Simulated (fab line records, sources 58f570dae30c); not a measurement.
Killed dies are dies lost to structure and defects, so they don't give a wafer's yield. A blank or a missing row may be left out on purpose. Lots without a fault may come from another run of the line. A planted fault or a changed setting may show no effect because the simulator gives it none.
Problem report in the 8D (eight disciplines) form, filled by code | flow berkeley_cmos170 | the parts of the form that need people (team, actions taken, sign-off) are left out

1. THE PROBLEM
SILICIDE_TI_RS at UCB170_SILICIDE_RS_MEAS_02 reads a mean of 16.0 ohm/sq on 2 wafers of 2 lots; wafers without a fault read 25.9 ohm/sq with a standard deviation of 0.41. That is -24 standard deviations from the usual mean.
The step: measures by four-point-probe.
First seen on wafer L939.2, day 9 10:21, on film_metro-01. The record holds 18 wafers of 6 lots with a number at this step. Rule for "out", or "out of limits": more than 4 standard deviations from the usual mean. The other wafers with a number count as sound.

2. WHAT IT IS AND WHAT IT IS NOT
question                    | is                           | is not
which readings at this step | SILICIDE_TI_RS               | -
which lots                  | L939, L942                   | L933, L945, L947, L951
which wafers of those lots  | L939.2, L942.1               | L939.3, L939.5, L942.2, L942.3
read on which gauges        | film_metro-01, film_metro-03 | film_metro-04
when                        | from day 9 10:21             | up to then (5 sound wafers); but 11 sound wafers of L942, L945, L947, L951 came after

3. SUSPECTS, AND WHAT RULES EACH OUT
Counting: a tool at a process step up to the reading stays a suspect if it ran every lot that is out. Sound lots after the first of them don't rule it out here, since some wafers of a struck lot are sound.
- the gauge at UCB170_SILICIDE_RS_MEAS_02: ruled out. The wafers that are out were read on 2 gauges (film_metro-01, film_metro-03).
- pvd_sputter-03 at UCB170_SILICIDE_SPUTTER_01 (material Ti, target thk 30 nm, time 25 s): kept. It ran every lot that is out, first L939 (day 9 10:17); its last sound lot up to then is L933 (day 8 10:03). Its own readings are out on those wafers: cathode_dc_power_W.
Left after counting: pvd_sputter-03 at UCB170_SILICIDE_SPUTTER_01.

4. THE CAUSE (what the simulator had put in)
Process parameter drift: pvd_sputter-03, from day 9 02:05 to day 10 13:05, at UCB170_SILICIDE_SPUTTER_01. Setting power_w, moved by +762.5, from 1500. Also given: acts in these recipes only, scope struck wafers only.
Counting left only this tool.

5. THE CHAIN OF EFFECTS, in route order
Each row: a reading whose mean over the struck wafers that have a number lies more than 3 standard deviations from the usual. Only readings for which the record gives a usual standard deviation are gone through. hours: the time from each lot's start at the first step in this table that gives one to its start at this step, as a median over the lots. sigmas: the change in usual standard deviations.
hours | step                        | reading            | usual       | on struck wafers | change | sigmas
0     | UCB170_SILICIDE_SPUTTER_01  | cathode_dc_power_W | 1500.0 W    | 2262.1           | +762.1 | +99 or more
0     | UCB170_SILICIDE_RS_MEAS_02  | SILICIDE_TI_RS     | 25.9 ohm/sq | 16.0             | -9.9   | -24
0     | UCB170_SILICIDE_THK_MEAS_03 | SILICIDE_TI_THK    | 30.1 nm     | 45.5             | +15.4  | +31
The process steps in it:
- UCB170_SILICIDE_SPUTTER_01: material Ti, target thk 30 nm, time 25 s.

6. WHAT WOULD HAVE CAUGHT IT SOONER
In this record the first reading out of limits at a measuring or inspecting step was taken at day 9 10:21, 8 hours after the fault began at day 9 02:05.
The tool's own readings at UCB170_SILICIDE_SPUTTER_01 were out on every struck wafer that the step has a row for (cathode_dc_power_W): an alarm limit on them would have fired on the first of those.
Of the lots that are out (2), L942 began UCB170_SILICIDE_SPUTTER_01 on pvd_sputter-03 after day 9 10:21. A hold on the tool at that time would have spared it.
